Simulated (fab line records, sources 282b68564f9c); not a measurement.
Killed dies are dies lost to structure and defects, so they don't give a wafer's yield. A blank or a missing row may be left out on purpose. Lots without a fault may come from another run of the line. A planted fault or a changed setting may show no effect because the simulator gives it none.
A struck lot beside a sound one | flow rit_cmos | 36 steps out of a route of 202
Sound: wafers L316.4, L316.5, L316.6. Struck: wafer L331.3. (L331.1, L331.4 of the same lot were not struck and are left out.) The cause comes at the end.
At each step with rows: each side's tool, then ch and its chambers, then its first start. Under that, the readings that differ: sound wafers | struck wafers | difference of the means | sigmas: that difference in standard deviations of wafers without a fault.
alike: readings whose means differ by less than 2 such deviations, and words and numbers that are the same on both sides. not compared: withheld readings, readings that some wafer has no value for, bounds like >300 that may hide the same value, and numbers for which the record gives no deviation and whose values overlap.
The two part at a step that has a row with sigmas, a row that says differs or no value, or rows on one side only. Numbers that don't overlap but have no deviation are shown without sigmas and don't part them. A reading that every wafer of one side lacks parts them only if that side has two wafers or more.

RIT_SILICIDE_RTA_06: time 10 s, ramp up 5 s, ramp down 10 s.
  sound on rtp_anneal-02 ch 0, day 3 12:55; struck on rtp_anneal-01 ch 0, day 6 14:48
  alike: wafer_temp_C_max
RIT_CONTACT_CVD_00: deposits SiO2 from TEOS, target thk 400 nm, time 61 s.
  sound on pecvd-03 ch 0,1,2, day 3 12:59; struck on pecvd-03 ch 1, day 6 14:52
  alike: heater_power_w
RIT_CONTACT_THK_MEAS_01:
  sound on film_metro-02, day 3 13:02; struck on film_metro-02, day 6 14:55
  alike: CONTACT_TEOS_THK
then, 6 steps without rows for these wafers: RIT_CONTACT_HMDS_02 (prime time 60 s); RIT_CONTACT_COAT_03 (resist thk 1000 nm); RIT_CONTACT_SOFTBAKE_04 (time 60 s); RIT_CONTACT_EXPOSE_05 (exposes mask M11, target cd 1000 nm); RIT_CONTACT_PEB_06; RIT_CONTACT_DEVELOP_07 (develop time 120 s).
RIT_CONTACT_CD_MEAS_08: target cd 1000 nm.
  sound on cd_sem-01, day 3 14:12; struck on cd_sem-02, day 6 16:04
  alike: cd_nm
RIT_CONTACT_OVL_MEAS_09:
  sound on overlay-01, day 3 14:17; struck on overlay-02, day 6 16:11
  alike: CONTACT_OVL
then, 1 step without rows for these wafers: RIT_CONTACT_HARDBAKE_10 (time 60 s).
RIT_CONTACT_ETCH_11: etches SiO2 in CHF3/CF4/Ar, stops on TiSi2, target depth 480 nm, time 320 s.
  sound on rie_diel-04 ch 1,2,3, day 3 14:33; struck on rie_diel-01 ch 3, day 6 16:37
  reading                | sound | struck | difference                   | sigmas
  rf_hours_counter_h (h) | - - - | 45     | no value on the sound wafers |
  alike: drypump_motor_current_A, oes_product_au, throttle_valve_pct
RIT_CONTACT_STRIP_12: strips in O2, time 180 s.
  sound on plasma_asher-02 ch 0,1, day 3 14:42; struck on plasma_asher-01 ch 0, day 6 16:49
  alike: drypump_motor_current_A
  not compared: rf_hours_counter_h
RIT_CONTACT_CD_MEAS_90: target cd 1000 nm.
  sound on cd_sem-02, day 3 14:53; struck on cd_sem-02, day 6 16:59
  alike: cd_nm
then, 2 steps without rows for these wafers: RIT_CONTACT_CLEAN_13 (cleans in SC1, time 600 s); RIT_CONTACT_CLEAN_14 (cleans in SC2, time 600 s).
RIT_M1_SPUTTER_00: material Al, target thk 400 nm, time 500 s.
  sound on pvd_sputter-01, day 3 15:17; struck on pvd_sputter-02, day 6 17:27
  alike: throttle_valve_pct
RIT_M1_RS_MEAS_01: measures by four-point-probe.
  sound on film_metro-04, day 3 15:39; struck on film_metro-04, day 6 17:45
  alike: M1_AL_RS
RIT_M1_THK_MEAS_02: measures by xrf.
  sound on film_metro-04, day 3 15:44; struck on film_metro-04, day 6 17:52
  alike: M1_AL_THK
then, 6 steps without rows for these wafers: RIT_M1_HMDS_03 (prime time 60 s); RIT_M1_COAT_04 (resist thk 1300 nm); RIT_M1_SOFTBAKE_05 (time 60 s); RIT_M1_EXPOSE_06 (exposes mask M12, target cd 2600 nm); RIT_M1_PEB_07; RIT_M1_DEVELOP_08 (develop time 68 s).
RIT_M1_CD_MEAS_09: target cd 2600 nm.
  sound on cd_sem-02, day 3 17:00; struck on cd_sem-02, day 6 18:56
  alike: cd_nm
RIT_M1_OVL_MEAS_10:
  sound on overlay-01, day 3 17:05; struck on overlay-01, day 6 19:03
  alike: M1_OVL
then, 3 steps without rows for these wafers: RIT_M1_HARDBAKE_11 (time 120 s); RIT_M1_METAL_ETCH_12 (etches Al in Cl2/BCl3, stops on SiO2, time 165 s, target depth 600 nm); RIT_M1_STRIP_13 (strips in nmp, time 600 s).
RIT_M1_STRIP_14: strips in O2, time 180 s.
  sound on plasma_asher-04 ch 0,1, day 3 17:45; struck on plasma_asher-04 ch 0, day 6 19:40
  alike: drypump_motor_current_A
  not compared: rf_hours_counter_h
RIT_M1_CD_MEAS_90: target cd 2600 nm.
  sound on cd_sem-02, day 3 17:55; struck on cd_sem-01, day 6 19:51
  alike: cd_nm
then, 1 step without rows for these wafers: RIT_M1_ANNEAL_15 (time 1800 s).
RIT_M1_BOW_MEAS_16:
  sound on film_metro-04, day 3 19:32; struck on film_metro-02, day 6 21:28
  alike: M1_BOW
RIT_M1_PROBE_99:
  sound on prober-02, day 3 19:45; struck on prober-01, day 6 21:41
  reading            | sound | struck | difference | sigmas
  killed_at_contacts | 0 0 0 | 29     | +29        | +81
  killed_dies        | 6 6 2 | 31     | +26        | +8
  alike: killed_at_front_end, killed_open, killed_short

WHERE THEY PART
First at RIT_CONTACT_ETCH_11; last, within this record, at RIT_M1_PROBE_99.

WHY: what the simulator had put in
Chamber particle source: rie_diel-01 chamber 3, from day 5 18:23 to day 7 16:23, at RIT_CONTACT_ETCH_11. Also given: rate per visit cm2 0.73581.
